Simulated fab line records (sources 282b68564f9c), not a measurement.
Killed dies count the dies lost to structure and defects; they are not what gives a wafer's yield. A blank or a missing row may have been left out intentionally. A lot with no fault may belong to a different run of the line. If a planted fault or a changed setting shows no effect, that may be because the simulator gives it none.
Problem report in the 8D (eight disciplines) form, filled by code || flow rit-cmos || the parts of the form that need people (team, actions taken, sign-off) are left out

== 1. THE ISSUE ==
Across 6 wafers from 2 lots, NRETRO_TW at RIT_NRETRO_TW_MEAS_10 averages 924, while fault-free wafers read 1053 with a standard deviation of 6.7. That is -19 standard deviations from the usual mean.
First seen on wafer L802.1, day 5 06:02, on film-metro-01. Wafers with a number at this step in the record: 42, from 14 lots. Rule for "out" (also "out of limits"): further than 4 standard deviations from the usual mean. Any other wafer with a number is counted as sound.

== 2. WHAT IT IS; WHAT IT IS NOT ==
{"question": "which readings at this step", "is": "NRETRO_TW", "is not": "-"}
{"question": "which lots", "is": "L802, L804", "is not": "L788, L789, L790, L791, L792, L793, L794, L796, L797, L806, L808, L809"}
{"question": "which wafers of those lots", "is": "all that have a number", "is not": "-"}
{"question": "read on which gauges", "is": "film-metro-01, film-metro-03", "is not": "film-metro-02"}
{"question": "when", "is": "from day 5 06:02", "is not": "up to then (27 sound wafers); but 9 sound wafers of L806, L808, L809 came after"}

== 3. THE SUSPECTS, EACH WITH WHAT RULES IT OUT ==
Counting: a tool at any process step up to the reading remains a suspect when it ran all the lots that are out and ran no sound lot after the first of those.
- the gauge at RIT_NRETRO_TW_MEAS_10 is ruled out. 2 gauges (film-metro-01, film-metro-03) read the wafers that are out.
- implanter-03 at RIT_NRETRO_IMPLANT_08: kept. All lots that are out passed through it, beginning with L802 at day 5 05:43, and no sound lot followed; its final sound lot before that point was L797 at day 4 07:28. Its own dose-ions-cm2, faraday-current-uA readings are out on those wafers.
Left after counting: implanter-03 at RIT_NRETRO_IMPLANT_08.

== 4. THE CAUSE (what the simulator had put in) ==
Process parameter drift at RIT_NRETRO_IMPLANT_08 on implanter-03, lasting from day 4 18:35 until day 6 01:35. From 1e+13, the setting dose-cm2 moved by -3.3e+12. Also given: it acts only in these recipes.
This tool alone remained once counting was done.

== 5. THE CHAIN OF EFFECTS, in route order ==
Rows list readings where the struck wafers' mean (over those with a number) sits beyond 3 standard deviations from the usual. Scope: only readings with a usual standard deviation given in the record; hours: median across lots of the time from each lot's start at the first step in this table that gives one to its start at this step; sigmas: change in usual standard deviations.
{"hours": 0, "step": "RIT_NRETRO_IMPLANT_08", "reading": "dose-ions-cm2", "usual": 9.998e+12, "on struck wafers": 6.700e+12, "change": -3.298e+12, "sigmas": "-99 or more"}
{"hours": 0, "step": "RIT_NRETRO_IMPLANT_08", "reading": "faraday-current-uA", "usual": 31.7, "on struck wafers": 21.2, "change": -10.4, "sigmas": -16}
{"hours": 0, "step": "RIT_NRETRO_TW_MEAS_10", "reading": "NRETRO_TW", "usual": 1053, "on struck wafers": 924, "change": -130, "sigmas": -19}
The process steps in it:
- RIT_NRETRO_IMPLANT_08
At these later measuring or inspecting steps, every struck wafer for which the step has a row has a number for every such reading, and none has moved that far: RIT_M1_THK_MEAS_02, RIT_M1_CD_MEAS_09, RIT_M1_BOW_MEAS_16.

== 6. HOW IT WOULD HAVE BEEN CAUGHT EARLIER ==
Counted from the fault's start at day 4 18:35, it took 11 hours until the first out-of-limits reading at a measuring or inspecting step in this record, taken at day 5 06:02.
Tool's own readings at RIT_NRETRO_IMPLANT_08, dose-ions-cm2, faraday-current-uA: out on all struck wafers the step has rows for; an alarm limit on them would have tripped on the first.
L804, from the lots that are out (2), started RIT_NRETRO_IMPLANT_08 on implanter-03 later than day 5 06:02. Had the tool been put on hold then, it would have been spared.
